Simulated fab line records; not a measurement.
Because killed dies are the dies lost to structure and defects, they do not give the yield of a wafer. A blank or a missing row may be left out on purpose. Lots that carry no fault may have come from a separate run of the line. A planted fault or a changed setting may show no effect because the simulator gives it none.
fab line records	flow rit-cmos
[record] lots = 14	wafers = 42	last-day = 8
route steps=202 shown SILICIDE@162
lots that met no fault: taken from a fault-free run of the same line
start-h: hours from the record's opening day to when the first of the lot's shown wafers began	wait-h: hours from the lot's prior step to this one	" identical to the entry in the row above	L1.1+2: one row covering several wafers at once	- no value, or no start given	* or withheld: withheld	< > ~ a bound
route shown NAME@n: a module of which the file shows steps, and the number in the route of the first	usual: the fault-free wafers' mean and standard deviation	same: alike in all rows	chamber/n: place in a boat	sites: each site's reading	_std_site: how widely they spread, as a standard deviation	_edge_site: mean of outer sites minus mean of inner sites	radius-mm: for every site, how far away it sits from the centre of the wafer	mask NAME#n: copy n	behind: tool/chamber where the wafer was last shaped	hold: why the lot went on hold/how many hours it stayed there/how the hold came to an end	device: names the non-switching transistor (n, p or np)	end of line: tests of these same wafers at the route's end	where a step has no rows: the recipe by itself	killed: not the wafer's yield, but the dies lost to structure and defects at the first sort	map: a wafer's dies, marking killed ones x, the rest . and places with no die _
set.NAME: the setting as run; set.NAME@STEP: as run at that earlier step	model.NAME: the simulator's own value behind a step, which no gauge read
a sample of lots followed through the steps of the route, with each step as a table and each wafer as a row
services: from which hour (start-h, from the record's first day; less than 0 if before it) a tool's chamber was out of use, for how many hours, and why
[[steps]]
[step RIT_SILICIDE_SPUTTER_01]
[recipe] material = Ti	target-thk-nm = 30	power-w = 350	chamber-pressure-pa = 0.667	gas = Ar	time-s = 240	substrate-temp-c = 25
[usual] throttle-valve-pct = 30.1/1
lot.wafer	tool	chamber	start-h	wait-h	throttle-valve-pct
L902.1	pvd-sputter-01	-	56.55	0.0	31.0
L902.4	"	-	"	"	30.1
L902.6	"	-	"	"	29.9
L903.2	pvd-sputter-02	-	63.16	0.0	31.0
L903.3	"	-	"	"	30.0
L903.4	"	-	"	"	30.4
L904.2	pvd-sputter-01	-	66.69	0.0	30.7
L904.3	"	-	"	"	30.0
L904.5	"	-	"	"	29.8
L905.2	pvd-sputter-02	-	73.33	0.0	30.2
L905.4	"	-	"	"	27.4
L905.6	"	-	"	"	30.0
L907.2	pvd-sputter-04	-	80.71	0.0	29.2
L907.4	"	-	"	"	30.3
L907.5	"	-	"	"	30.3
L908.1	pvd-sputter-01	-	83.04	0.0	31.3
L908.4	"	-	"	"	30.0
L908.5	"	-	"	"	31.1
L913.1	pvd-sputter-02	-	111.37	0.0	30.2
L913.3	"	-	"	"	30.8
L913.5	"	-	"	"	30.5
L915.1	pvd-sputter-02	-	120.42	0.0	30.8
L915.3	"	-	"	"	30.3
L915.4	"	-	"	"	27.5
L916.2	pvd-sputter-01	-	126.58	0.0	30.5
L916.4	"	-	"	"	31.1
L916.6	"	-	"	"	29.9
L918.1	pvd-sputter-01	-	137.62	0.0	29.8
L918.5	"	-	"	"	29.7
L918.6	"	-	"	"	31.1
L920.1	pvd-sputter-01	-	147.77	0.0	30.9
L920.2	"	-	"	"	29.9
L920.5	"	-	"	"	31.2
L922.2	pvd-sputter-01	-	170.17	0.0	29.8
L922.3	"	-	"	"	30.8
L922.4	"	-	"	"	31.0
L923.2	pvd-sputter-04	-	170.48	0.0	31.1
L923.5	"	-	"	"	30.5
L923.6	"	-	"	"	28.6
L925.1	pvd-sputter-01	-	180.54	0.0	31.1
L925.4	"	-	"	"	31.1
L925.6	"	-	"	"	30.0
[step RIT_SILICIDE_RS_MEAS_02]
[recipe] thk-meas-gauge = four-point-probe	reads = Ti_of_SILICIDE_SPUTTER_01
[usual] SILICIDE_TI_RS = 47.3/0.88
lot.wafer	tool	chamber	start-h	wait-h	SILICIDE_TI_RS[ohm/sq]
L902.1	film-metro-04	-	56.70	0.1	47.5
L902.4	"	-	"	"	48.7
L902.6	"	-	"	"	48.0
L903.2	film-metro-04	-	63.33	0.1	46.6
L903.3	"	-	"	"	47.4
L903.4	"	-	"	"	45.8
L904.2	film-metro-03	-	66.86	0.1	47.2
L904.3	"	-	"	"	48.1
L904.5	"	-	"	"	47.8
L905.2	film-metro-01	-	73.50	0.1	46.2
L905.4	"	-	"	"	46.3
L905.6	"	-	"	"	46.4
L907.2	film-metro-04	-	80.88	0.1	47.4
L907.4	"	-	"	"	48.3
L907.5	"	-	"	"	48.7
L908.1	film-metro-03	-	83.19	0.1	47.4
L908.4	"	-	"	"	48.3
L908.5	"	-	"	"	47.1
L913.1	film-metro-04	-	111.52	0.1	32.6
L913.3	"	-	"	"	32.6
L913.5	"	-	"	"	32.5
L915.1	film-metro-03	-	120.57	0.1	32.6
L915.3	"	-	"	"	32.3
L915.4	"	-	"	"	32.3
L916.2	film-metro-01	-	126.75	0.1	48.6
L916.4	"	-	"	"	47.3
L916.6	"	-	"	"	47.6
L918.1	film-metro-03	-	137.77	0.1	47.4
L918.5	"	-	"	"	47.4
L918.6	"	-	"	"	48.1
L920.1	film-metro-04	-	147.92	0.1	48.1
L920.2	"	-	"	"	48.2
L920.5	"	-	"	"	48.6
L922.2	film-metro-01	-	170.34	0.1	47.9
L922.3	"	-	"	"	48.0
L922.4	"	-	"	"	47.4
L923.2	film-metro-04	-	170.65	0.1	47.6
L923.5	"	-	"	"	48.5
L923.6	"	-	"	"	48.6
L925.1	film-metro-04	-	180.69	0.1	47.3
L925.4	"	-	"	"	48.1
L925.6	"	-	"	"	47.6
[step RIT_SILICIDE_THK_MEAS_03]
[recipe] thk-meas-gauge = xrf	reads = Ti_of_SILICIDE_SPUTTER_01
[usual] SILICIDE_TI_THK = 29.7/0.48
lot.wafer	tool	chamber	start-h	wait-h	SILICIDE_TI_THK[nm]
L902.1	film-metro-04	-	56.82	0.1	29.8
L902.4	"	-	"	"	29.1
L902.6	"	-	"	"	29.6
L903.2	film-metro-04	-	63.44	0.1	30.2
L903.3	"	-	"	"	29.7
L903.4	"	-	"	"	30.7
L904.2	film-metro-03	-	66.97	0.1	29.7
L904.3	"	-	"	"	29.1
L904.5	"	-	"	"	29.3
L905.2	film-metro-01	-	73.61	0.1	30.2
L905.4	"	-	"	"	30.1
L905.6	"	-	"	"	29.9
L907.2	film-metro-04	-	80.99	0.1	29.9
L907.4	"	-	"	"	29.3
L907.5	"	-	"	"	29.1
L908.1	film-metro-03	-	83.31	0.1	29.5
L908.4	"	-	"	"	28.9
L908.5	"	-	"	"	29.7
L913.1	film-metro-04	-	111.64	0.1	40.4
L913.3	"	-	"	"	40.3
L913.5	"	-	"	"	40.3
L915.1	film-metro-03	-	120.69	0.1	39.8
L915.3	"	-	"	"	40.3
L915.4	"	-	"	"	40.1
L916.2	film-metro-01	-	126.86	0.1	28.9
L916.4	"	-	"	"	29.4
L916.6	"	-	"	"	29.3
L918.1	film-metro-03	-	137.89	0.1	29.4
L918.5	"	-	"	"	29.4
L918.6	"	-	"	"	29.0
L920.1	film-metro-04	-	148.04	0.1	29.5
L920.2	"	-	"	"	29.4
L920.5	"	-	"	"	29.2
L922.2	film-metro-01	-	170.45	0.1	29.1
L922.3	"	-	"	"	29.0
L922.4	"	-	"	"	29.4
L923.2	film-metro-04	-	170.76	0.1	29.6
L923.5	"	-	"	"	29.2
L923.6	"	-	"	"	29.2
L925.1	film-metro-04	-	180.81	0.1	29.8
L925.4	"	-	"	"	29.3
L925.6	"	-	"	"	29.6
[[services]]
tool	chamber	start-h	hours	kind
pvd-sputter-02	-	37.07	0.5	repair
pvd-sputter-02	-	84.21	5.0	repair
pvd-sputter-02	-	120.75	1.9	repair
[[key]]
[first-sign] step = RIT_SILICIDE_RS_MEAS_02	reading = SILICIDE_TI_RS	direction = down	sigmas = 17	usual = 47.3	struck = 32.5
[effect] step = RIT_SILICIDE_THK_MEAS_03	reading = SILICIDE_TI_THK	direction = up	sigmas = 22	usual = 29.7	struck = 40.2
met-at RIT_SILICIDE_SPUTTER_01
struck-lots L913,L915
tester-left-out L913,L915
onset-between 73.33 111.37
[fault] kind = process-parameter-drift	tool = pvd-sputter-02	chamber = -	onset-h = 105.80	steps = RIT_SILICIDE_SPUTTER_01	channel = target-thk-nm	offset = 10.081	shape = step	end-h = 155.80	acts-in = these-recipes-only	stated = 30
// tester-left-out: of these lots the tester's yield and bins aren't shown, on N5 and GAA mostly nor the transistor test; their killed dies are dies lost to structure and defects alone, not to doping, threshold or leakage, so they don't give the yield
